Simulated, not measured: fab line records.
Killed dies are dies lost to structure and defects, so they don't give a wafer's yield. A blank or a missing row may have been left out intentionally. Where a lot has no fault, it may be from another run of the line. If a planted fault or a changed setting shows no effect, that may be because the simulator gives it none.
The tool behind it: which one? / flow rit_cmos / Sampling: 14 lots, 42 wafers, 3 of 202 route steps

WHAT EACH GAUGE READ, for each wafer
RIT_NLDD_TW_MEAS_10. Usual: NLDD_TW gives 2502 (standard deviation 16).
lot=L170; measured=day 2 18:50; on=film_metro-02; NLDD_TW=2483 2490 2472; flag=
lot=L171; measured=day 2 23:40; on=film_metro-03; NLDD_TW=2519 2506 2534; flag=
lot=L172; measured=day 3 04:37; on=film_metro-02; NLDD_TW=2465 2487 2483; flag=
lot=L173; measured=day 3 07:47; on=film_metro-03; NLDD_TW=2518 2529 2538; flag=
lot=L176; measured=day 4 00:11; on=film_metro-03; NLDD_TW=2493 2516 2502; flag=
lot=L178; measured=day 4 10:25; on=film_metro-02; NLDD_TW=2704 2703 2703; flag=OFF
lot=L182; measured=day 5 07:20; on=film_metro-02; NLDD_TW=2721 2714 2708; flag=OFF
lot=L185; measured=day 5 20:02; on=film_metro-01; NLDD_TW=2493 2498 2501; flag=
lot=L186; measured=day 6 01:28; on=film_metro-02; NLDD_TW=2483 2508 2476; flag=
lot=L187; measured=day 6 08:59; on=film_metro-03; NLDD_TW=2526 2533 2525; flag=
lot=L190; measured=day 6 22:28; on=film_metro-02; NLDD_TW=2498 2493 2499; flag=
lot=L191; measured=day 7 02:12; on=film_metro-01; NLDD_TW=2515 2506 2516; flag=
lot=L192; measured=day 7 08:17; on=film_metro-02; NLDD_TW=2509 2488 2500; flag=
lot=L193; measured=day 7 14:29; on=film_metro-01; NLDD_TW=2483 2506 2497; flag=

RIT_SDANNEAL_RS_MEAS_07: uses a four-point probe to measure. Usual: NLDD_RS gives 151.3 ohm/sq (standard deviation 0.5).
lot=L170; measured=day 3 02:36; on=film_metro-01; NLDD_RS (ohm/sq)=152.0 151.2 151.5; flag=
lot=L171; measured=day 3 07:25; on=film_metro-01; NLDD_RS (ohm/sq)=151.5 151.3 151.6; flag=
lot=L172; measured=day 3 12:29; on=film_metro-03; NLDD_RS (ohm/sq)=151.4 151.1 151.6; flag=
lot=L173; measured=day 3 15:49; on=film_metro-03; NLDD_RS (ohm/sq)=151.3 151.1 150.8; flag=
lot=L176; measured=day 4 07:52; on=film_metro-03; NLDD_RS (ohm/sq)=151.0 151.5 151.5; flag=
lot=L178; measured=day 4 18:17; on=film_metro-03; NLDD_RS (ohm/sq)=113.9 113.7 114.0; flag=OFF
lot=L182; measured=day 5 15:59; on=film_metro-03; NLDD_RS (ohm/sq)=114.1 113.6 113.6; flag=OFF
lot=L185; measured=day 6 04:04; on=film_metro-02; NLDD_RS (ohm/sq)=151.6 151.5 151.8; flag=
lot=L186; measured=day 6 09:24; on=film_metro-02; NLDD_RS (ohm/sq)=151.6 151.0 151.2; flag=
lot=L187; measured=day 6 17:04; on=film_metro-03; NLDD_RS (ohm/sq)=151.2 151.0 151.3; flag=
lot=L190; measured=day 7 06:14; on=film_metro-02; NLDD_RS (ohm/sq)=151.1 151.0 151.1; flag=
lot=L191; measured=day 7 10:13; on=film_metro-01; NLDD_RS (ohm/sq)=151.8 151.1 152.2; flag=
lot=L192; measured=day 7 16:14; on=film_metro-03; NLDD_RS (ohm/sq)=151.2 151.2 151.8; flag=
lot=L193; measured=day 7 22:30; on=film_metro-03; NLDD_RS (ohm/sq)=151.4 151.4 151.0; flag=

TOOL THAT RAN EACH LOT (tool first, then ch and the chambers of the sampled wafers, then the start)
lot=L170; RIT_NLDD_IMPLANT_08=implanter-04 ch 0, day 2 18:31
lot=L171; RIT_NLDD_IMPLANT_08=implanter-02 ch 0, day 2 23:22
lot=L172; RIT_NLDD_IMPLANT_08=implanter-02 ch 0, day 3 04:19
lot=L173; RIT_NLDD_IMPLANT_08=implanter-04 ch 0, day 3 07:28
lot=L176; RIT_NLDD_IMPLANT_08=implanter-04 ch 0, day 3 23:53
lot=L178; RIT_NLDD_IMPLANT_08=implanter-04 ch 0, day 4 10:05
lot=L182; RIT_NLDD_IMPLANT_08=implanter-04 ch 0, day 5 07:02
lot=L185; RIT_NLDD_IMPLANT_08=implanter-02 ch 0, day 5 19:43
lot=L186; RIT_NLDD_IMPLANT_08=implanter-03 ch 0, day 6 01:10
lot=L187; RIT_NLDD_IMPLANT_08=implanter-02 ch 0, day 6 08:40
lot=L190; RIT_NLDD_IMPLANT_08=implanter-03 ch 0, day 6 22:10
lot=L191; RIT_NLDD_IMPLANT_08=implanter-03 ch 0, day 7 01:53
lot=L192; RIT_NLDD_IMPLANT_08=implanter-02 ch 0, day 7 07:57
lot=L193; RIT_NLDD_IMPLANT_08=implanter-03 ch 0, day 7 14:10
- RIT_NLDD_IMPLANT_08

WHAT THE TOOLS THEMSELVES READ (means of the sampled wafers that have a number; where no wafer has one, the mark that the record gives instead)
RIT_NLDD_IMPLANT_08. Usual: dose_ions_cm2 5e+14, standard deviation 5.7e+11; faraday_current_uA 1576, standard deviation 32.
lot=L170 tool=implanter-04 dose_ions_cm2=5e+14 faraday_current_uA=1572 flag=
lot=L171 tool=implanter-02 dose_ions_cm2=5e+14 faraday_current_uA=1593 flag=
lot=L172 tool=implanter-02 dose_ions_cm2=5e+14 faraday_current_uA=1545 flag=
lot=L173 tool=implanter-04 dose_ions_cm2=5e+14 faraday_current_uA=1606 flag=
lot=L176 tool=implanter-04 dose_ions_cm2=5e+14 faraday_current_uA=1574 flag=
lot=L178 tool=implanter-04 dose_ions_cm2=7e+14 faraday_current_uA=2213 flag=OFF
lot=L182 tool=implanter-04 dose_ions_cm2=7e+14 faraday_current_uA=2271 flag=OFF
lot=L185 tool=implanter-02 dose_ions_cm2=5e+14 faraday_current_uA=1586 flag=
lot=L186 tool=implanter-03 dose_ions_cm2=5e+14 faraday_current_uA=1586 flag=
lot=L187 tool=implanter-02 dose_ions_cm2=5e+14 faraday_current_uA=1580 flag=
lot=L190 tool=implanter-03 dose_ions_cm2=5e+14 faraday_current_uA=1578 flag=
lot=L191 tool=implanter-03 dose_ions_cm2=5e+14 faraday_current_uA=1587 flag=
lot=L192 tool=implanter-02 dose_ions_cm2=5e+14 faraday_current_uA=1572 flag=
lot=L193 tool=implanter-03 dose_ions_cm2=5e+14 faraday_current_uA=1579 flag=

THE ANSWER, worked out from the rows above alone
Rule: a lot counts as off when the mean over its wafers that have a number is more than 3 standard deviations away from the usual mean. Also off: a lot with no number at a reading for which 4 or more lots have one. Where the step has rows for the other lots, those lots are counted as sound. The gauges are gone through in route order, then the tools' own readings, and for those a lot's mean is taken as printed above. At the first step where some lot is off, the reading lying furthest off is the one used; lots without a number count as furthest.
Off: at RIT_NLDD_TW_MEAS_10 (NLDD_TW), L178, L182.
If a tool, at a process step before that reading, ran all the lots that are off and no sound lot after the first of them, it fits. Not tried: the gauges at RIT_NLDD_TW_MEAS_10; whatever is off there is also off at RIT_SDANNEAL_RS_MEAS_07, on other tools, and gauge error can't account for it. One candidate fits, namely implanter-04 at RIT_NLDD_IMPLANT_08. A fault onset in the window from L176 (day 3 23:53, its last sound lot) to L178 (day 4 10:05, its first lot off) fits.
The tool's own readings at RIT_NLDD_IMPLANT_08 bear it out: on the lots that are off they differ by more than 5 times the standard deviation of the sound lots' means. dose_ions_cm2 reads 7e+14 there against 5e+14 on the sound lots; faraday_current_uA reads 2242 there against 1580 on the sound lots.

WHAT HAD BEEN PUT IN BY THE SIMULATOR
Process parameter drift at RIT_NLDD_IMPLANT_08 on implanter-04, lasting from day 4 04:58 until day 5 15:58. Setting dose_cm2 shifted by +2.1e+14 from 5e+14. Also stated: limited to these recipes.
Lots struck among those shown: L178, L182. This agrees with what the rule above found.
